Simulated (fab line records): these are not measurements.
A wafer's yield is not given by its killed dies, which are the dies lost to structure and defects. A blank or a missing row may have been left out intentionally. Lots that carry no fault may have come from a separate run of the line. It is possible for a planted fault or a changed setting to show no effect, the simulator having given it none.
8D (eight disciplines) problem report, filled in by code :: flow berkeleyCmos170 :: the parts of the form that need people (team, actions taken, sign-off) are left out

1. WHAT WENT WRONG
M2_AL_RS at UCB170_M2_RS_MEAS_02 reads a mean of 0.0907 ohm/sq on 2 wafers of 2 lots; wafers without a fault read 0.0322 ohm/sq with a standard deviation of 0.00036. So: +99 or more standard deviations from the usual mean.
The step: measures by four-point-probe.
The first sign was on wafer L257.2 at day 9 20:53, on filmMetro-04. At this step, 42 wafers from 14 lots have a number in the record. Rule for "out" (also "out of limits"): further than 4 standard deviations from the usual mean. Any other wafer with a number is counted as sound.

2. WHAT THIS IS AND IS NOT
question: which readings at this step
is: M2_AL_RS
is not: -

question: which lots
is: L257, L258
is not: L247, L248, L249, L250, L251, L252, L253, L256, L267, L268, L269, L270

question: which wafers of those lots
is: L257.2, L258.2
is not: L257.3, L257.4, L258.3, L258.6

question: read on which gauges
is: filmMetro-04
is not: filmMetro-01, filmMetro-02

question: when
is: from day 9 20:53
is not: up to then (26 sound wafers); but 14 sound wafers of L258, L267, L268, L269, L270 came after

3. WHAT RULES OUT EACH SUSPECT
Counting: a tool at a process step up to the reading stays a suspect if it ran every lot that is out. Sound lots after the first of them don't rule it out here, since some wafers of a struck lot are sound.
- the gauge at UCB170_M2_RS_MEAS_02 is ruled out. All the wafers that are out were read on filmMetro-04, but those of them that UCB170_M2_METAL_ETCH_18 has rows for are out there too, on other tools.
- pvdSputter-02 at UCB170_M2_SPUTTER_01 (material Al, target thk 900 nm, time 120 s): kept. It ran every lot that is out, first L257 (day 9 20:47); its last sound lot up to then is L256 (day 9 15:17).
Remaining after the count: pvdSputter-02 at UCB170_M2_SPUTTER_01.

4. THE CAUSE (what the simulator had put in)
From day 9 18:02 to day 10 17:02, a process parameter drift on pvdSputter-02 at UCB170_M2_SPUTTER_01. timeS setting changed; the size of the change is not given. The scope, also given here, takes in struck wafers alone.
The count eliminated every tool but this one.

5. THE EFFECT CHAIN, in route order
Each row: a reading where the mean over the struck wafers with a number is more than 3 standard deviations away from the usual. Only readings for which the record gives a usual standard deviation are gone through. hours: the time from each lot's start at the first step in this table that gives one to its start at this step, as a median over the lots. sigmas: the change in usual standard deviations.
hours: 0
step: UCB170_M2_RS_MEAS_02
reading: M2_AL_RS
usual: 0.0322 ohm/sq
on struck wafers: 0.0907
change: +0.0585
sigmas: +99 or more

hours: 0
step: UCB170_M2_THK_MEAS_03
reading: M2_AL_THK
usual: 890 nm
on struck wafers: 322
change: -568
sigmas: -58

hours: 3
step: UCB170_M2_METAL_ETCH_18
reading: oesProductAu
usual: 0.859 a.u.
on struck wafers: 0.559
change: -0.300
sigmas: -16
Process steps it contains:
- UCB170_M2_METAL_ETCH_18: etches Al in Cl2/BCl3, stops on SiO2, target depth 1170 nm, time 195 s.

6. WHAT WOULD HAVE CAUGHT IT SOONER
The first out-of-limits reading at a measuring or inspecting step in this record came at day 9 20:53, 3 hours after the fault's start at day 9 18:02.
Tool readings at UCB170_M2_SPUTTER_01 with a usual standard deviation given in the record: none out on any struck wafer, hence no alarm at a limit of 4 standard deviations on them.
Of the lots that are out (2), L258 began UCB170_M2_SPUTTER_01 on pvdSputter-02 after day 9 20:53. Had the tool been put on hold then, it would have been spared.
